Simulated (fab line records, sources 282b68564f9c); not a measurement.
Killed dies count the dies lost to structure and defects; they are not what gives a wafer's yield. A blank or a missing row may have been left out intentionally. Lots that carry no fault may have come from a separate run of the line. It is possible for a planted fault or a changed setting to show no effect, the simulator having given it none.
A struck lot beside a sound one + flow ritCmos + 44 steps out of a route of 202
Sound: these wafers, L501.1, L501.2, L501.5. The struck wafers were L520.1, L520.4, L520.6. The cause is named last.
For every step that has rows: the tool of each side, followed by ch and its chambers, followed by its first start. Under that, the readings that differ: sound wafers + struck wafers + difference of the means + sigmas: that difference in standard deviations of wafers without a fault.
alike: same words and numbers on both sides, and readings whose means sit less than 2 such deviations apart. not compared: any withheld reading, any reading some wafer has no value for, any bound like >300 that may hide the same value, and any number with overlapping values for which the record gives no deviation.
A row with sigmas, a row that says differs or no value, or rows on one side alone: a step with any of these is where the two part. When numbers do not overlap yet have no deviation, they are printed without sigmas and do not part them. Lack of a reading on every wafer of one side parts them only where that side has two or more wafers.

first, 1 step without rows for these wafers: RIT_PRETRO_IMPLANT_08.
RIT_PRETRO_STRIP_09: strips in O2, time 180 s.
  sound on plasmaAsher-01 ch 0,1, day 2 08:35; struck on plasmaAsher-04 ch 0, day 6 06:42
  alike: drypumpMotorCurrentA
  not compared: rfHoursCounterH
RIT_PRETRO_TW_MEAS_10:
  sound on filmMetro-04, day 2 08:46; struck on filmMetro-01, day 6 06:52
  alike: PRETRO_TW
then, 5 steps without rows for these wafers: RIT_GATE_WET_ETCH_00 (etches SiO2 in BOE, target depth 56 nm, time 60 s); RIT_GATE_CLEAN_01 (cleans in SC1, time 600 s); RIT_GATE_CLEAN_02 (cleans in dHF, time 30 s); RIT_GATE_CLEAN_03 (cleans in SC2, time 600 s); RIT_GATE_CLEAN_04 (cleans in dHF, time 60 s).
RIT_FOX2_THK_MEAS_91:
  sound on filmMetro-03, day 2 09:14; struck on filmMetro-03, day 6 07:21
| reading                     | sound       | struck      | difference | sigmas |
|-----------------------------|-------------|-------------|------------|--------|
| FIELD_OXIDE_LEFT_2_THK (nm) | 262 262 261 | 245 248 250 | -14        | -2     |
then, 2 steps without rows for these wafers: RIT_GATE_OXIDATION_05 (target thk 3 nm, ox time 270 s); RIT_GATE_ANNEAL_06 (time 600 s).
RIT_GATE_THK_MEAS_07:
  sound on filmMetro-02, day 2 10:37; struck on filmMetro-04, day 6 09:43
  alike: GATE_OXIDE_THK
RIT_GATE_CVD_08: deposits poly-Si from SiH4, target thk 250 nm, time 2220 s.
  sound on lpcvd-01 ch 1, day 2 10:41; struck on lpcvd-01 ch 0, day 6 09:47
| reading                                 | sound           | struck            | difference | sigmas |
|-----------------------------------------|-----------------|-------------------|------------|--------|
| model.poly-Si_of_GATE_CVD_08.thkNm (nm) | 254.1 251.1 253 | 271.3 272.2 270.4 | +18.6      |        |
  alike: pressureMtorr, spikeTcSourceC
RIT_GATE_THK_MEAS_09:
  sound on filmMetro-04, day 2 12:17; struck on filmMetro-03, day 6 11:24
| reading            | sound             | struck            | difference | sigmas |
|--------------------|-------------------|-------------------|------------|--------|
| GATE_POLY_THK (nm) | 254.3 251.2 253.0 | 271.2 272.3 270.5 | +18.5      | +7     |
then, 6 steps without rows for these wafers: RIT_GATE_HMDS_10 (prime time 60 s); RIT_GATE_COAT_11 (resist thk 850 nm); RIT_GATE_SOFTBAKE_12 (time 60 s); RIT_GATE_EXPOSE_13 (exposes mask M6, target cd 150 nm); RIT_GATE_PEB_14; RIT_GATE_DEVELOP_15 (develop time 47.86 s).
RIT_GATE_CD_MEAS_16 targets a cd of 150 nm.
  sound on cdSem-01, day 2 13:13; struck on cdSem-01, day 6 12:19
  alike: cdNm
RIT_GATE_OVL_MEAS_17:
  sound on overlay-02, day 2 13:20; struck on overlay-01, day 6 12:26
  alike: GATE_OVL
then, 1 step without rows for these wafers: RIT_GATE_HARDBAKE_18 (time 60 s).
RIT_GATE_ETCH_19: etches poly-Si in SF6/CHF3/O2, stops on SiO2, time 165 s, target depth 312.5 nm.
  sound on rieSi-01 ch 1,3, day 2 13:31; struck on rieSi-02 ch 1,3, day 6 12:43
| reading                        | sound             | struck            | difference | sigmas |
|--------------------------------|-------------------|-------------------|------------|--------|
| oesProductAu (a.u.)            | 0.847 0.852 0.840 | 0.890 0.903 0.877 | +0.044     | +4     |
| model.GATE.featureDepthNm (nm) | 254.1 251.1 253   | 271.3 272.2 270.4 | +18.6      |        |
| model.etch.depthNm (nm)        | 254.1 251.1 253   | 271.3 272.2 270.4 | +18.6      |        |
  alike: CHF3_flow_sccm, drypumpMotorCurrentA, throttleValvePct
  not compared: rfHoursCounterH
RIT_GATE_STRIP_20: strips in O2, time 180 s.
  sound on plasmaAsher-04 ch 0,1, day 2 13:37; struck on plasmaAsher-04 ch 0,1, day 6 12:49
  alike: drypumpMotorCurrentA
  not compared: rfHoursCounterH
RIT_GATE_CD_MEAS_90 targets a cd of 150 nm.
  sound on cdSem-01, day 2 16:16; struck on cdSem-01, day 6 12:59
  alike: cdNm
then, 4 steps without rows for these wafers: RIT_REOX_CLEAN_00 (cleans in SC1, time 600 s); RIT_REOX_CLEAN_01 (cleans in dHF, time 30 s); RIT_REOX_CLEAN_02 (cleans in SC2, time 600 s); RIT_REOX_OXIDATION_03 (target thk 25.2 nm, ox time 5310 s).
RIT_REOX_THK_MEAS_04:
  sound on filmMetro-01, day 2 19:20; struck on filmMetro-03, day 6 16:02
  alike: REOX_OXIDE_THK
then, 6 steps without rows for these wafers: RIT_NLDD_HMDS_00 (prime time 60 s); RIT_NLDD_COAT_01 (resist thk 1000 nm); RIT_NLDD_SOFTBAKE_02 (time 60 s); RIT_NLDD_EXPOSE_03 (exposes mask M7, target cd 40700 nm); RIT_NLDD_PEB_04; RIT_NLDD_DEVELOP_05 (develop time 50 s).
RIT_NLDD_OVL_MEAS_06:
  sound on overlay-02, day 2 20:19; struck on overlay-01, day 6 17:05
  alike: NLDD_OVL
then, 2 steps without rows for these wafers: RIT_NLDD_HARDBAKE_07 (time 60 s); RIT_NLDD_IMPLANT_08.
RIT_NLDD_STRIP_09: strips in O2, time 180 s.
  sound on plasmaAsher-02 ch 0,1, day 2 20:40; struck on plasmaAsher-02 ch 0,1, day 6 17:25
  alike: drypumpMotorCurrentA
  not compared: rfHoursCounterH
RIT_NLDD_TW_MEAS_10:
  sound on filmMetro-01, day 2 20:50; struck on filmMetro-03, day 6 17:35
  alike: NLDD_TW
RIT_SDANNEAL_CLEAN_02: cleans in SC2, time 600 s.
  sound on wetBench-03 ch 1, day 3 04:17; struck on wetBench-01 ch 3, day 7 01:13
| reading                                 | sound             | struck            | difference | sigmas |
|-----------------------------------------|-------------------|-------------------|------------|--------|
| model.poly-Si_of_GATE_CVD_08.thkNm (nm) | 167.8 165.3 164.6 | 185.6 186.9 183.2 | +19.3      |        |
  alike: tempC
RIT_M1_PROBE_99:
  sound on prober-02, day 3 11:58; struck on prober-02, day 7 09:01
| reading                                    | sound               | struck              | difference | sigmas |
|--------------------------------------------|---------------------|---------------------|------------|--------|
| model.etest.nmosTurned.driveUaUm           | 332.2 327.8 326.8   | 287.6 279.7 289.7   | -43.3      |        |
| model.etest.polyCombOverSteps.leakLog10AUm | -12.93 -12.7 -12.83 | -10.96 -11.96 -10.6 | +1.65      |        |
  alike: killedAtContacts, killedAtFrontEnd, killedDies, killedOpen, killedShort

WHERE THEY PART
Last at RIT_GATE_ETCH_19 as far as this record goes, first at RIT_FOX2_THK_MEAS_91. Later steps at which nothing parts them and some readings are alike: RIT_GATE_STRIP_20, RIT_GATE_CD_MEAS_90, RIT_REOX_THK_MEAS_04, RIT_NLDD_OVL_MEAS_06, RIT_NLDD_STRIP_09, RIT_NLDD_TW_MEAS_10, RIT_SDANNEAL_CLEAN_02, RIT_M1_PROBE_99.

WHY: what the simulator had put in
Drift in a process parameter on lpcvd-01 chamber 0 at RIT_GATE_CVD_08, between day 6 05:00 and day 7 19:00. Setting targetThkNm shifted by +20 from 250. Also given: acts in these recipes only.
